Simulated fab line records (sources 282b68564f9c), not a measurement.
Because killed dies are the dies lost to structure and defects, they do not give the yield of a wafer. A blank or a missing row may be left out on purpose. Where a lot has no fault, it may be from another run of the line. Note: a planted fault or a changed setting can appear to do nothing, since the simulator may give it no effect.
Struck lot and sound lot, side by side ; flow rit_cmos ; 43 out of 202 route steps
Sound: the wafers L572.1, L572.4, L572.6. The struck wafers were L566.1, L566.2, L566.3. At the end, the cause is stated.
At each step with rows: each side's tool, then ch and its chambers, then its first start. Under that, the readings that differ: sound wafers ; struck wafers ; difference of the means ; sigmas: that difference in standard deviations of wafers without a fault.
alike: a reading whose means differ by less than 2 such deviations, as well as words and numbers matching on both sides. not compared: withheld readings; readings where some wafer has no value; bounds like >300 that might hide an equal value; numbers whose values overlap and for which the record gives no deviation.
The two part at a step that has a row with sigmas, a row that says differs or no value, or rows on one side only. Numbers that have no deviation but don't overlap get no sigmas and don't part them. Lack of a reading on every wafer of one side parts them only where that side has two or more wafers.

first, 2 steps without rows for these wafers: RIT_FOX2_CLEAN_02 (cleans in dHF, time 180 s); RIT_FOX2_WET_ETCH_03 (etches Si3N4 in H3PO4, target depth 195 nm, time 2700 s).
RIT_FOX2_THK_MEAS_90:
  struck on film_metro-04, day 4 14:05; sound on film_metro-04, day 5 20:09
  alike: FIELD_OXIDE_LEFT_1_THK
then, 6 steps without rows for these wafers: RIT_NWELL_HMDS_00 (prime time 60 s); RIT_NWELL_COAT_01 (resist thk 1300 nm); RIT_NWELL_SOFTBAKE_02 (time 60 s); RIT_NWELL_EXPOSE_03 (exposes mask M2, target cd 43900 nm); RIT_NWELL_PEB_04; RIT_NWELL_DEVELOP_05 (develop time 68 s).
RIT_NWELL_OVL_MEAS_06:
  struck on overlay-01, day 4 15:08; sound on overlay-01, day 5 21:05
  alike: NWELL_OVL
then, 2 steps without rows for these wafers: RIT_NWELL_HARDBAKE_07 (time 120 s); RIT_NWELL_IMPLANT_08.
RIT_NWELL_STRIP_09: strips in O2, time 180 s.
  sound on plasma_asher-03 ch 0,1, day 5 21:31; struck on plasma_asher-04 ch 0,1, day 4 15:35
  no value came back on the struck wafers for chamber_pressure_mTorr (mTorr), drypump_motor_current_A (A); on the sound wafers chamber_pressure_mTorr (mTorr) reads 3996 3997 4007
reading;sound;struck;difference;sigmas
model.NOVOLAK_of_NWELL_COAT_01.thk_nm (nm);0 0 0;1142 1141 1138;+1140;
  not compared: rf_hours_counter_h
RIT_NWELL_TW_MEAS_10:
  struck on film_metro-03, day 4 15:45; sound on film_metro-01, day 5 21:42
  alike: NWELL_TW
then, 6 steps without rows for these wafers: RIT_PWELL_HMDS_00 (prime time 60 s); RIT_PWELL_COAT_01 (resist thk 1300 nm); RIT_PWELL_SOFTBAKE_02 (time 60 s); RIT_PWELL_EXPOSE_03 (exposes mask M3, target cd 43700 nm); RIT_PWELL_PEB_04; RIT_PWELL_DEVELOP_05 (develop time 68 s).
RIT_PWELL_OVL_MEAS_06:
  struck on overlay-01, day 4 16:51; sound on overlay-02, day 5 22:41
  alike: PWELL_OVL
then, 2 steps without rows for these wafers: RIT_PWELL_HARDBAKE_07 (time 120 s); RIT_PWELL_IMPLANT_08.
RIT_PWELL_STRIP_09: strips in O2, time 180 s.
  sound on plasma_asher-02 ch 0,1, day 5 23:07; struck on plasma_asher-02 ch 0,1, day 4 17:17
reading;sound;struck;difference;sigmas
chamber_pressure_mTorr (mTorr);3995 4002 3999;4009 4001 4009;+8;+2
  alike: drypump_motor_current_A
  not compared: rf_hours_counter_h
RIT_PWELL_TW_MEAS_10:
  struck on film_metro-01, day 4 17:28; sound on film_metro-01, day 5 23:17
reading;sound;struck;difference;sigmas
PWELL_TW;959 959 958;30 30 30;-929;-99 or more
then, 1 step without rows for these wafers: RIT_WELLDRIVE_ANNEAL_00 (time 14700 s).
RIT_WELLDRIVE_RS_MEAS_01: a four-point-probe measurement.
  struck on film_metro-03, day 4 22:56; sound on film_metro-01, day 6 06:00
  alike: NWELL_RS
RIT_WELLDRIVE_RS_MEAS_02: a four-point-probe measurement.
  struck on film_metro-03, day 4 23:03; sound on film_metro-01, day 6 06:07
  alike: PWELL_RS
then, 6 steps without rows for these wafers: RIT_NRETRO_HMDS_00 (prime time 60 s); RIT_NRETRO_COAT_01 (resist thk 1300 nm); RIT_NRETRO_SOFTBAKE_02 (time 60 s); RIT_NRETRO_EXPOSE_03 (exposes mask M4, target cd 43900 nm); RIT_NRETRO_PEB_04; RIT_NRETRO_DEVELOP_05 (develop time 68 s).
RIT_NRETRO_OVL_MEAS_06:
  struck on overlay-02, day 5 00:10; sound on overlay-02, day 6 07:07
  alike: NRETRO_OVL
then, 2 steps without rows for these wafers: RIT_NRETRO_HARDBAKE_07 (time 120 s); RIT_NRETRO_IMPLANT_08.
RIT_NRETRO_STRIP_09: strips in O2, time 180 s.
  sound on plasma_asher-04 ch 0, day 6 07:34; struck on plasma_asher-04 ch 0,1, day 5 00:37
  alike: chamber_pressure_mTorr, drypump_motor_current_A
  not compared: rf_hours_counter_h
RIT_NRETRO_TW_MEAS_10:
  struck on film_metro-03, day 5 00:47; sound on film_metro-04, day 6 07:44
reading;sound;struck;difference;sigmas
NRETRO_TW;1064 1062 1067;30 30 30;-1034;-99 or more
then, 3 steps without rows for these wafers: RIT_PRETRO_HMDS_00 (prime time 60 s); RIT_PRETRO_COAT_01 (resist thk 1300 nm); RIT_PRETRO_SOFTBAKE_02 (time 60 s).
RIT_PRETRO_TW_MEAS_10:
  struck on film_metro-01, day 5 02:20; sound on film_metro-01, day 6 09:25
reading;sound;struck;difference;sigmas
PRETRO_TW;477 480 479;30 30 30;-449;-99 or more

## WHERE THEY PART
At RIT_NWELL_STRIP_09 first; at RIT_PRETRO_TW_MEAS_10 last (within this record only).

WHY: whatever the simulator had introduced
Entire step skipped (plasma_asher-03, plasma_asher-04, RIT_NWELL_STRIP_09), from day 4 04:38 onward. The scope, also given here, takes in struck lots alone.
